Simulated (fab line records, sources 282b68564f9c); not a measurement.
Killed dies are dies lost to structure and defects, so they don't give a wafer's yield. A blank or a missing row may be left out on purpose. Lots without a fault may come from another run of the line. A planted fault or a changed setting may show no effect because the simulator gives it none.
Which tool did it? | flow rit_cmos | 12 lots, 36 wafers sampled, at 2 steps of a route of 202

WHAT THE GAUGES READ, wafer by wafer
The record holds no reading of a measuring or inspecting step that can be judged against a usual standard deviation.

WHICH TOOL RAN EACH LOT (tool, then ch and the chambers of the sampled wafers, then the start)
lot  | RIT_CONTACT_CLEAN_14           | RIT_M1_PROBE_99
L750 | wet_bench-01 ch 1, day 3 03:58 | prober-02, day 3 08:19
L751 | wet_bench-01 ch 2, day 3 10:03 | prober-01, day 3 14:39
L752 | wet_bench-04 ch 2, day 3 15:07 | prober-02, day 3 19:36
L758 | wet_bench-03 ch 3, day 4 21:36 | prober-02, day 5 01:57
L763 | wet_bench-01 ch 0, day 5 21:40 | prober-01, day 6 01:55
L764 | wet_bench-04 ch 1, day 6 03:08 | prober-02, day 6 07:33
L765 | wet_bench-04 ch 3, day 6 08:08 | prober-01, day 6 12:25
L767 | wet_bench-01 ch 2, day 6 17:17 | prober-01, day 6 21:38
L768 | wet_bench-01 ch 2, day 6 22:34 | prober-02, day 7 03:10
L770 | wet_bench-04 ch 2, day 7 09:11 | prober-02, day 7 14:29
L772 | wet_bench-04 ch 1, day 7 18:16 | prober-02, day 7 22:31
L773 | wet_bench-01 ch 1, day 7 22:37 | prober-01, day 8 02:58
- RIT_CONTACT_CLEAN_14: cleans in SC2, time 600 s.
- RIT_M1_PROBE_99

WHAT THE TOOLS THEMSELVES READ (means of the sampled wafers that have a number; where no wafer has one, the mark that the record gives instead)
RIT_M1_PROBE_99.
lot  | tool      | killed_at_contacts | killed_at_front_end | killed_dies | killed_on_rim | killed_open | killed_short
L750 | prober-02 | 0.7                | 6                   | 7           | 3.0           | 3.7         | 3.0
L751 | prober-01 | 0.0                | 7                   | 7           | 2.3           | 3.3         | 3.3
L752 | prober-02 | 0.0                | 6                   | 6           | 1.7           | 3.0         | 3.0
L758 | prober-02 | 38.3               | 6                   | 44          | 11.0          | 3.0         | 3.0
L763 | prober-01 | 0.0                | 10                  | 10          | 3.0           | 4.7         | 5.0
L764 | prober-02 | 0.0                | 10                  | 10          | 2.0           | 5.7         | 4.3
L765 | prober-01 | 0.0                | 8                   | 8           | 2.0           | 4.0         | 3.7
L767 | prober-01 | 0.0                | 4                   | 4           | 1.0           | 2.0         | 2.0
L768 | prober-02 | 0.0                | 7                   | 7           | 3.0           | 4.3         | 2.7
L770 | prober-02 | 0.0                | 10                  | 10          | 3.0           | 4.0         | 5.7
L772 | prober-02 | 0.0                | 7                   | 7           | 2.0           | 2.7         | 4.0
L773 | prober-01 | 0.0                | 6                   | 6           | 2.0           | 2.7         | 3.0

THE ANSWER, worked out from the rows above alone
Rule: what is usual is taken from the lots themselves. Put in order of their means at a reading, lots are off if they are a third of the lots or fewer, leave a main group of 4 or more, and stand apart from it by a gap of 3 or more times the standard deviation of the main group's means; of several such gaps the widest counts. A main group whose means are all the same, to the digits that the tables above print for the reading, isn't used. A lot without any number at a reading at which 4 lots or more have one is off too. The other lots that the step has rows for count as sound. The gauges are gone through in route order, then the tools' own readings, and for those a lot's mean is taken as printed above. The first step at which some lot is off is used, and at that step the reading that is off furthest; a lot without a number counts as furthest.
Off: L758, at RIT_M1_PROBE_99 (killed_at_contacts). The main group: mean 0.1, standard deviation 0.2.
A tool fits if, at that step or a process step before it, it ran every lot that is off, and no sound lot after the first of them. One fits: wet_bench-03 at RIT_CONTACT_CLEAN_14. It ran no sound lot before its first lot that is off in this sample, so the start can't be narrowed down.

WHAT THE SIMULATOR HAD PUT IN
Chamber particle source: wet_bench-03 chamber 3, from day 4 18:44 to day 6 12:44, at RIT_CONTACT_CLEAN_14. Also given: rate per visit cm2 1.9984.
Lots struck among those shown: L758. The rule above found the same.
